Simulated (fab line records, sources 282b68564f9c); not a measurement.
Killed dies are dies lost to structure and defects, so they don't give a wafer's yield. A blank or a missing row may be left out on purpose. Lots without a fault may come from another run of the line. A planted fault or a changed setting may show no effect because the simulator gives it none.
Which tool did it? | flow rit_cmos | 13 lots, 39 wafers sampled, at 5 steps of a route of 202

WHAT THE GAUGES READ, wafer by wafer
RIT_FOX2_THK_MEAS_01.
lot  | measured    | on            | FOX2_OXIDE_THK (nm)
L847 | day 1 23:59 | film_metro-04 | 339 340 339
L849 | day 2 05:24 | film_metro-01 | 345 351 345
L848 | day 2 05:25 | film_metro-04 | 352 345 348
L850 | day 2 16:22 | film_metro-02 | 355 357 352
L852 | day 3 03:39 | film_metro-04 | 354 355 358
L853 | day 3 10:19 | film_metro-04 | 363 354 360
L856 | day 3 18:37 | film_metro-04 | 353 350 354
L862 | day 4 22:19 | film_metro-01 | 342 355 352
L865 | day 5 13:34 | film_metro-02 | 346 355 344
L866 | day 5 18:53 | film_metro-04 | 358 357 356
L868 | day 6 05:58 | film_metro-02 | 344 346 342
L869 | day 6 10:10 | film_metro-04 | 347 344 349
L870 | day 6 16:12 | film_metro-04 | 351 355 350

RIT_GATE_THK_MEAS_09.
lot  | measured    | on            | GATE_POLY_THK (nm)
L847 | day 2 23:59 | film_metro-04 | 247.3 249.2 248.6
L849 | day 3 08:39 | film_metro-04 | 247.5 248.8 248.1
L848 | day 3 08:40 | film_metro-01 | 254.0 250.9 252.0
L850 | day 3 15:19 | film_metro-02 | 251.3 251.4 251.7
L852 | day 4 02:11 | film_metro-02 | 246.3 247.6 243.2
L853 | day 4 05:12 | film_metro-02 | 250.3 249.4 251.7
L856 | day 4 14:24 | film_metro-01 | 370.1 370.4 372.2
L862 | day 5 16:20 | film_metro-04 | 243.2 245.7 244.1
L865 | day 6 07:05 | film_metro-04 | 247.9 246.5 246.6
L866 | day 6 11:28 | film_metro-02 | 249.0 250.1 250.1
L868 | day 7 01:55 | film_metro-04 | 253.4 249.6 253.1
L869 | day 7 06:11 | film_metro-04 | 249.6 249.2 248.6
L870 | day 7 10:58 | film_metro-02 | 253.6 251.7 252.1

RIT_PLDD_OVL_MEAS_06.
lot  | measured    | on         | PLDD_OVL (nm)
L847 | day 3 11:28 | overlay-01 | -0.1 0.1 1.4
L849 | day 3 17:08 | overlay-02 | -0.9 -0.7 -0.1
L848 | day 3 17:31 | overlay-02 | -1.2 -0.3 -0.4
L850 | day 3 22:44 | overlay-02 | -0.5 -1.7 -0.9
L852 | day 4 09:57 | overlay-02 | 1.9 0.8 -0.5
L853 | day 4 12:22 | overlay-02 | 1.3 1.7 0.2
L862 | day 5 23:47 | overlay-02 | -1.7 -0.9 -3.4
L865 | day 6 14:41 | overlay-02 | -0.6 1.7 -1.4
L866 | day 6 18:33 | overlay-02 | 1.1 -0.7 -0.6
L868 | day 7 09:07 | overlay-01 | -0.8 1.4 1.2
L869 | day 7 13:37 | overlay-01 | 0.8 2.1 1.5
L870 | day 7 18:07 | overlay-02 | -3.3 -2.4 -2.6

WHICH TOOL RAN EACH LOT (tool, then ch and the chambers of the sampled wafers, then the start)
lot  | RIT_GATE_CVD_08            | RIT_GATE_ETCH_19
L847 | lpcvd-01 ch 0, day 2 22:20 | rie_si-02 ch 2,3, day 3 01:11
L849 | lpcvd-02 ch 1, day 3 07:02 | rie_si-01 ch 0,2,3, day 3 09:52
L848 | lpcvd-02 ch 0, day 3 07:02 | rie_si-02 ch 0,2,3, day 3 10:07
L850 | lpcvd-01 ch 1, day 3 13:42 | rie_si-01 ch 0,1,3, day 3 16:57
L852 | lpcvd-02 ch 1, day 4 00:32 | rie_si-01 ch 1,2, day 4 03:36
L853 | lpcvd-02 ch 1, day 4 03:34 | rie_si-02 ch 0,1, day 4 06:25
L856 | lpcvd-01 ch 0, day 4 12:47 | rie_si-01 ch 1,2, day 4 15:46
L862 | lpcvd-02 ch 1, day 5 14:42 | rie_si-01 ch 0,2, day 5 17:35
L865 | lpcvd-02 ch 1, day 6 05:26 | rie_si-02 ch 0,1, day 6 08:16
L866 | lpcvd-02 ch 0, day 6 09:50 | rie_si-01 ch 2,3, day 6 12:48
L868 | lpcvd-01 ch 0, day 7 00:16 | rie_si-01 ch 1,2,3, day 7 03:06
L869 | lpcvd-02 ch 1, day 7 04:32 | rie_si-02 ch 0,1, day 7 07:25
L870 | lpcvd-02 ch 0, day 7 09:21 | rie_si-01 ch 1,2,3, day 7 12:19
- RIT_GATE_CVD_08: deposits poly-Si from SiH4, target thk 250 nm, time 2220 s.
- RIT_GATE_ETCH_19: etches poly-Si in SF6/CHF3/O2, stops on SiO2, time 165 s, target depth 312.5 nm.

WHAT THE TOOLS THEMSELVES READ (means of the sampled wafers that have a number; where no wafer has one, the mark that the record gives instead)
RIT_GATE_ETCH_19.
lot  | tool      | O2_flow_sccm (sccm) | chamber_pressure_mTorr (mTorr) | drypump_motor_current_A (A) | oes_product_au (a.u.) | throttle_valve_pct (%)
L847 | rie_si-02 | 5.018               | 40.00                          | 5.95                        | 0.847                 | 10.40
L849 | rie_si-01 | 5.004               | 39.98                          | 5.95                        | 0.842                 | 10.08
L848 | rie_si-02 | 4.978               | 40.00                          | 5.98                        | 0.860                 | 10.33
L850 | rie_si-01 | 5.007               | 40.00                          | 5.77                        | 0.864                 | 10.10
L852 | rie_si-01 | 5.010               | 40.04                          | 6.13                        | 0.837                 | 10.25
L853 | rie_si-02 | 5.002               | 39.95                          | 6.10                        | 0.852                 | 10.31
L856 | rie_si-01 | 5.013               | 39.96                          | 5.97                        | 1.012                 | 10.26
L862 | rie_si-01 | 5.005               | 40.02                          | 6.26                        | 0.829                 | 10.14
L865 | rie_si-02 | 4.987               | 40.00                          | 6.12                        | 0.844                 | 10.30
L866 | rie_si-01 | 5.012               | 40.00                          | 6.04                        | 0.845                 | 10.17
L868 | rie_si-01 | 4.995               | 40.00                          | 5.82                        | 0.849                 | 10.19
L869 | rie_si-02 | 5.006               | 40.00                          | 6.00                        | 0.844                 | 10.35
L870 | rie_si-01 | 5.010               | 40.04                          | 5.85                        | 0.851                 | 10.19

THE ANSWER, worked out from the rows above alone
Rule: what is usual is taken from the lots themselves. Put in order of their means at a reading, lots are off if they are a third of the lots or fewer, leave a main group of 4 or more, and stand apart from it by a gap of 3 or more times the standard deviation of the main group's means; of several such gaps the widest counts. A main group whose means are all the same, to the digits that the tables above print for the reading, isn't used. A lot without any number at a reading at which 4 lots or more have one is off too. The other lots that the step has rows for count as sound. The gauges are gone through in route order, then the tools' own readings, and for those a lot's mean is taken as printed above. The first step at which some lot is off is used, and at that step the reading that is off furthest; a lot without a number counts as furthest.
Off: L856, at RIT_GATE_THK_MEAS_09 (GATE_POLY_THK). The main group: mean 249.3 nm, standard deviation 2.5.
A tool fits if, at a process step before that reading, it ran every lot that is off, and no sound lot after the first of them. The gauges at RIT_GATE_THK_MEAS_09 aren't tried: what is off there is off at RIT_GATE_ETCH_19 too, on other tools, and a gauge's error can't cause that. None of those tried fits.

WHAT THE SIMULATOR HAD PUT IN
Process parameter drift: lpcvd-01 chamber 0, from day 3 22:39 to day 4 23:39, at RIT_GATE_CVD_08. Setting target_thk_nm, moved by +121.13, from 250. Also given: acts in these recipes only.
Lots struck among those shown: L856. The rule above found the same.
